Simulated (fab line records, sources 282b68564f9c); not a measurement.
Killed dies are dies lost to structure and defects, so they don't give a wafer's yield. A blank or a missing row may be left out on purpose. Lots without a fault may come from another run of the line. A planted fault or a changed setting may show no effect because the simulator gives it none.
A struck lot beside a sound one | flow rit_cmos | 44 steps out of a route of 202
Sound: wafers L823.1, L823.2, L823.3. Struck: wafers L841.1, L841.2, L841.3. The cause comes at the end.
At each step with rows: each side's tool, then ch and its chambers, then its first start. Under that, the readings that differ: sound wafers | struck wafers | difference of the means | sigmas: that difference in standard deviations of wafers without a fault.
alike: readings whose means differ by less than 2 such deviations, and words and numbers that are the same on both sides. not compared: withheld readings, readings that some wafer has no value for, bounds like >300 that may hide the same value, and numbers for which the record gives no deviation and whose values overlap.
The two part at a step that has a row with sigmas, a row that says differs or no value, or rows on one side only. Numbers that don't overlap but have no deviation are shown without sigmas and don't part them. A reading that every wafer of one side lacks parts them only if that side has two wafers or more.

RIT_ACTIVE_ETCH_13: etches Si3N4 in SF6, stops on SiO2, time 210 s, target depth 210 nm.
  sound on rie_diel-04 ch 0,1,3, day 2 02:17; struck on rie_diel-03 ch 1,2,3, day 6 00:29
  alike: drypump_motor_current_A, oes_product_au, run_length_s, throttle_valve_pct
  not compared: rf_hours_counter_h
RIT_ACTIVE_STRIP_14: strips in O2, time 180 s.
  sound on plasma_asher-03 ch 0,1, day 2 02:25; struck on plasma_asher-03 ch 0,1, day 6 00:37
  alike: drypump_motor_current_A
  not compared: rf_hours_counter_h
RIT_ACTIVE_CD_MEAS_90: target cd 1400 nm.
  sound on cd_sem-02, day 2 02:35; struck on cd_sem-01, day 6 00:47
  alike: cd_nm
then, 4 steps without rows for these wafers: RIT_ACTIVE_CLEAN_15 (cleans in SC1, time 600 s); RIT_ACTIVE_CLEAN_16 (cleans in dHF, time 30 s); RIT_ACTIVE_CLEAN_17 (cleans in SC2, time 600 s); RIT_FOX1_OXIDATION_00 (target thk 350.7 nm, ox time 1130 s).
RIT_FOX1_THK_MEAS_01:
  sound on film_metro-02, day 2 07:03; struck on film_metro-04, day 6 02:37
  alike: FOX1_OXIDE_THK
then, 2 steps without rows for these wafers: RIT_FOX1_WET_ETCH_02 (etches SiO2 in BOE, target depth 350 nm, time 390 s); RIT_FOX2_OXIDATION_00 (target thk 350.7 nm, ox time 1130 s).
RIT_FOX2_THK_MEAS_01:
  sound on film_metro-04, day 2 13:38; struck on film_metro-01, day 6 04:07
  alike: FOX2_OXIDE_THK
then, 1 step without rows for these wafers: RIT_FOX2_CLEAN_02 (cleans in dHF, time 180 s).
RIT_FOX2_WET_ETCH_03: etches Si3N4 in H3PO4, target depth 195 nm, time 2700 s.
  sound on wet_bench-02 ch 0, day 2 13:49; struck on wet_bench-02 ch 1, day 6 04:18
  reading                                       | sound             | struck            | difference | sigmas
  run_length_s (s)                              | 2724 2724 2724    | 5426 5426 5426    | +2702      | +99 or more
  model.SiO2_of_FOX2_OXIDATION_00.thk_nm (nm)   | 326.2 324.5 319.1 | 307.3 311.6 312.6 | -12.8      |
  model.SiO2_of_ACTIVE_OXIDATION_01.thk_nm (nm) | 37.63 39.81 40.25 | 35.42 35.27 36.21 | -3.60      |
RIT_FOX2_THK_MEAS_90:
  sound on film_metro-03, day 2 14:34; struck on film_metro-04, day 6 05:04
  alike: FIELD_OXIDE_LEFT_1_THK
then, 6 steps without rows for these wafers: RIT_NWELL_HMDS_00 (prime time 60 s); RIT_NWELL_COAT_01 (resist thk 1300 nm); RIT_NWELL_SOFTBAKE_02 (time 60 s); RIT_NWELL_EXPOSE_03 (exposes mask M2, target cd 43900 nm); RIT_NWELL_PEB_04; RIT_NWELL_DEVELOP_05 (develop time 68 s).
RIT_NWELL_OVL_MEAS_06:
  sound on overlay-02, day 2 15:38; struck on overlay-01, day 6 06:07
  alike: NWELL_OVL
then, 2 steps without rows for these wafers: RIT_NWELL_HARDBAKE_07 (time 120 s); RIT_NWELL_IMPLANT_08.
RIT_NWELL_STRIP_09: strips in O2, time 180 s.
  sound on plasma_asher-04 ch 0,1, day 2 16:04; struck on plasma_asher-01 ch 0,1, day 6 06:34
  alike: drypump_motor_current_A
  not compared: rf_hours_counter_h
RIT_NWELL_TW_MEAS_10:
  sound on film_metro-02, day 2 16:15; struck on film_metro-04, day 6 06:44
  alike: NWELL_TW
then, 6 steps without rows for these wafers: RIT_PWELL_HMDS_00 (prime time 60 s); RIT_PWELL_COAT_01 (resist thk 1300 nm); RIT_PWELL_SOFTBAKE_02 (time 60 s); RIT_PWELL_EXPOSE_03 (exposes mask M3, target cd 43700 nm); RIT_PWELL_PEB_04; RIT_PWELL_DEVELOP_05 (develop time 68 s).
RIT_PWELL_OVL_MEAS_06:
  sound on overlay-02, day 2 17:19; struck on overlay-01, day 6 07:48
  alike: PWELL_OVL
then, 2 steps without rows for these wafers: RIT_PWELL_HARDBAKE_07 (time 120 s); RIT_PWELL_IMPLANT_08.
RIT_PWELL_STRIP_09: strips in O2, time 180 s.
  sound on plasma_asher-02 ch 0,1, day 2 17:45; struck on plasma_asher-02 ch 0,1, day 6 08:14
  alike: drypump_motor_current_A
  not compared: rf_hours_counter_h
RIT_PWELL_TW_MEAS_10:
  sound on film_metro-04, day 2 17:55; struck on film_metro-04, day 6 08:25
  alike: PWELL_TW
then, 1 step without rows for these wafers: RIT_WELLDRIVE_ANNEAL_00 (time 14700 s).
RIT_WELLDRIVE_RS_MEAS_01: measures by four-point-probe.
  sound on film_metro-02, day 3 07:48; struck on film_metro-04, day 6 15:17
  alike: NWELL_RS
RIT_WELLDRIVE_RS_MEAS_02: measures by four-point-probe.
  sound on film_metro-02, day 3 07:55; struck on film_metro-04, day 6 15:25
  alike: PWELL_RS
then, 3 steps without rows for these wafers: RIT_NRETRO_HMDS_00 (prime time 60 s); RIT_NRETRO_COAT_01 (resist thk 1300 nm); RIT_NRETRO_SOFTBAKE_02 (time 60 s).
RIT_SILICIDE_WET_ETCH_00: etches SiO2 in BOE, target depth 14 nm, time 15 s.
  sound on wet_bench-01 ch 2, day 4 21:11; struck on wet_bench-01 ch 2, day 7 16:30
  reading                                     | sound             | struck            | difference | sigmas
  model.SiO2_of_FOX2_OXIDATION_00.thk_nm (nm) | 152.6 152.6 149.2 | 132.3 139.6 139.9 | -14.2      |
  alike: run_length_s
RIT_M1_PROBE_99:
  sound on prober-02, day 5 05:49; struck on prober-01, day 7 23:20
  reading                             | sound             | struck            | difference | sigmas
  model.etest.pldd.width_nm (nm)      | 3187 3199 3176    | 3249 3232 3256    | +58        |
  model.etest.nldd.width_nm (nm)      | 3195 3197 3186    | 3258 3234 3234    | +49        |
  model.etest.nmos_narrow.drive_ua_um | 235.6 238.6 233.3 | 250.6 247.3 240.5 | +10.3      |
  model.etest.pmos_narrow.drive_ua_um | 104.7 105.8 105.5 | 108.3 109.1 106   | +2.5       |
  model.etest.field_n.vt_v (V)        | 35.1 35 34.14     | 32.48 33.15 33.28 | -1.78      |
  alike: killed_at_contacts, killed_at_front_end, killed_dies, killed_open, killed_short

WHERE THEY PART
Only at RIT_FOX2_WET_ETCH_03, within this record. Later steps at which nothing parts them and some readings are alike: RIT_FOX2_THK_MEAS_90, RIT_NWELL_OVL_MEAS_06, RIT_NWELL_STRIP_09, RIT_NWELL_TW_MEAS_10, RIT_PWELL_OVL_MEAS_06, RIT_PWELL_STRIP_09, RIT_PWELL_TW_MEAS_10, RIT_WELLDRIVE_RS_MEAS_01, RIT_WELLDRIVE_RS_MEAS_02, RIT_SILICIDE_WET_ETCH_00, RIT_M1_PROBE_99.

WHY: what the simulator had put in
Process parameter drift: wet_bench-02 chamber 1, from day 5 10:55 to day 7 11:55, at RIT_FOX2_WET_ETCH_03. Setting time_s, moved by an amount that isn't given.
